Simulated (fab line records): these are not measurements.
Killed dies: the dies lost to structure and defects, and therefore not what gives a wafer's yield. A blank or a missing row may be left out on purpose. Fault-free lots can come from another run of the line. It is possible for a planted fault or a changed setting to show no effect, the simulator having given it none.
A lot that was struck, set against a sound lot + flow rit-cmos + 30 steps out of a route of 202
Sound: the wafers L884.1, L884.4, L884.5. Struck: wafer L882.3 (left out: L882.2, L882.5 of the same lot, which were not struck); the cause appears at the end.
Order at every step that has rows: each side's tool, ch and its chambers, its first start. Under that, the readings that differ: sound wafers + struck wafers + difference of the means + sigmas: that difference in standard deviations of wafers without a fault.
alike: words and numbers the same on both sides, and readings whose means are apart by under 2 such deviations; not compared: readings that were withheld, readings missing a value for some wafer, numbers with overlapping values and no deviation given by the record, and bounds like >300 which may hide the same value.
A row with sigmas, a row that says differs or no value, or rows on one side alone: a step with any of these is where the two part. Numbers that don't overlap but have no deviation are shown without sigmas and don't part them. A reading that every wafer of one side lacks parts them only if that side has two wafers or more.

first, 6 steps without rows for these wafers: RIT_SDANNEAL_RTA_03 (time 5 s); RIT_SILICIDE_WET_ETCH_00 (etches SiO2 in BOE, target depth 14 nm, time 15 s); RIT_SILICIDE_SPUTTER_01 (material Ti, target thk 30 nm, time 240 s); RIT_SILICIDE_RTA_04 (time 10 s, ramp up 5 s, ramp down 5 s); RIT_SILICIDE_WET_ETCH_05 (etches Ti in SPM, time 120 s); RIT_SILICIDE_RTA_06 (time 10 s, ramp up 5 s, ramp down 10 s).
RIT_CONTACT_CVD_00: deposits SiO2 from TEOS, target thk 400 nm, time 61 s.
  sound on pecvd-02 ch 0,1, day 8 14:30; struck on pecvd-03 ch 0, day 8 06:13
| reading                                  | sound             | struck | difference | sigmas |
|------------------------------------------|-------------------|--------|------------|--------|
| heater-power-w (W)                       | 222 232 339       | 368    | +104       | +2     |
| rf-fwd-power-W (W)                       | 398.3 399.3 394.5 | 237.1  | -160.3     | -89    |
| model.SiO2_of_CONTACT_CVD_00.thk-nm (nm) | 399.1 401.2 399.2 | 341.3  | -58.5      |        |
RIT_CONTACT_THK_MEAS_01:
  sound on film-metro-03 at day 8 14:33; struck on film-metro-01 at day 8 06:17
| reading               | sound       | struck | difference | sigmas |
|-----------------------|-------------|--------|------------|--------|
| CONTACT_TEOS_THK (nm) | 399 401 399 | 341    | -59        | -10    |
then, 7 steps without rows for these wafers: RIT_CONTACT_HMDS_02 (prime time 60 s); RIT_CONTACT_COAT_03 (resist thk 1000 nm); RIT_CONTACT_SOFTBAKE_04 (time 60 s); RIT_CONTACT_EXPOSE_05 (exposes mask M11, target cd 1000 nm); RIT_CONTACT_PEB_06; RIT_CONTACT_DEVELOP_07 (develop time 120 s); RIT_CONTACT_HARDBAKE_10 (time 60 s).
RIT_CONTACT_ETCH_11: etches SiO2 in CHF3/CF4/Ar, stops on TiSi2, target depth 480 nm, time 320 s.
  sound on rie-diel-02 ch 1,2, day 8 15:53; struck on rie-diel-02 ch 1, day 8 07:40
| reading                             | sound             | struck | difference | sigmas |
|-------------------------------------|-------------------|--------|------------|--------|
| model.CONTACT.feature-depth-nm (nm) | 399.1 401.2 399.2 | 341.3  | -58.5      |        |
| model.etch.depth-nm (nm)            | 399.1 401.2 399.2 | 341.3  | -58.5      |        |
  alike: drypump-motor-current-A, oes-product-au, throttle-valve-pct
  not compared: rf-hours-counter-h
then, 11 steps without rows for these wafers: RIT_CONTACT_STRIP_12 (strips in O2, time 180 s); RIT_CONTACT_CLEAN_13 (cleans in SC1, time 600 s); RIT_CONTACT_CLEAN_14 (cleans in SC2, time 600 s); RIT_M1_SPUTTER_00 (material Al, target thk 400 nm, time 500 s); RIT_M1_HMDS_03 (prime time 60 s); RIT_M1_COAT_04 (resist thk 1300 nm); RIT_M1_SOFTBAKE_05 (time 60 s); RIT_M1_EXPOSE_06 (exposes mask M12, target cd 2600 nm); RIT_M1_PEB_07; RIT_M1_DEVELOP_08 (develop time 68 s); RIT_M1_HARDBAKE_11 (time 120 s).
RIT_M1_METAL_ETCH_12: etches Al in Cl2/BCl3, stops on SiO2, time 165 s, target depth 600 nm.
  sound on rie-metal-03 ch 1, day 8 18:44; struck on rie-metal-02 ch 0, day 8 10:28
| reading                                  | sound             | struck | difference | sigmas |
|------------------------------------------|-------------------|--------|------------|--------|
| model.SiO2_of_CONTACT_CVD_00.thk-nm (nm) | 362.1 364.1 362.1 | 305.3  | -57.5      |        |
  alike: drypump-motor-current-A, oes-product-au, throttle-valve-pct
  not compared: rf-hours-counter-h
then, 1 step without rows for these wafers: RIT_M1_STRIP_13 (strips in nmp, time 600 s).
RIT_M1_PROBE_99:
  sound on prober-02 at day 8 21:10; struck on prober-01 at day 8 13:46
| reading                                    | sound                        | struck   | difference | sigmas |
|--------------------------------------------|------------------------------|----------|------------|--------|
| model.etest.field-p-metal.vt-v (V)         | -28.44 -28.4 -28.56          | -25.98   | +2.49      |        |
| model.etest.nmos_0p15.junction-log10-a-um  | -13.49 -13.43 -13.3          | -13.26   | +0.15      |        |
| model.etest.antenna-contact.vt-shift-v (V) | -0.009781 -0.008019 -0.01033 | -0.02457 | -0.01519   |        |
  alike: killed-at-front-end, killed-dies, killed-open, killed-short
  not compared: model.etest.nmos-narrow.off-log10-a-um, model.etest.nmos_0p3.off-log10-a-um

== WHERE THEY PART ==
Last at RIT_CONTACT_THK_MEAS_01 as far as this record goes, first at RIT_CONTACT_CVD_00. Later steps at which nothing parts them and some readings are alike: RIT_CONTACT_ETCH_11, RIT_M1_METAL_ETCH_12, RIT_M1_PROBE_99.

WHY: what the simulator had put in
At RIT_CONTACT_CVD_00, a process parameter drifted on pecvd-03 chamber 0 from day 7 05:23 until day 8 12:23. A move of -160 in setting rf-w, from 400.
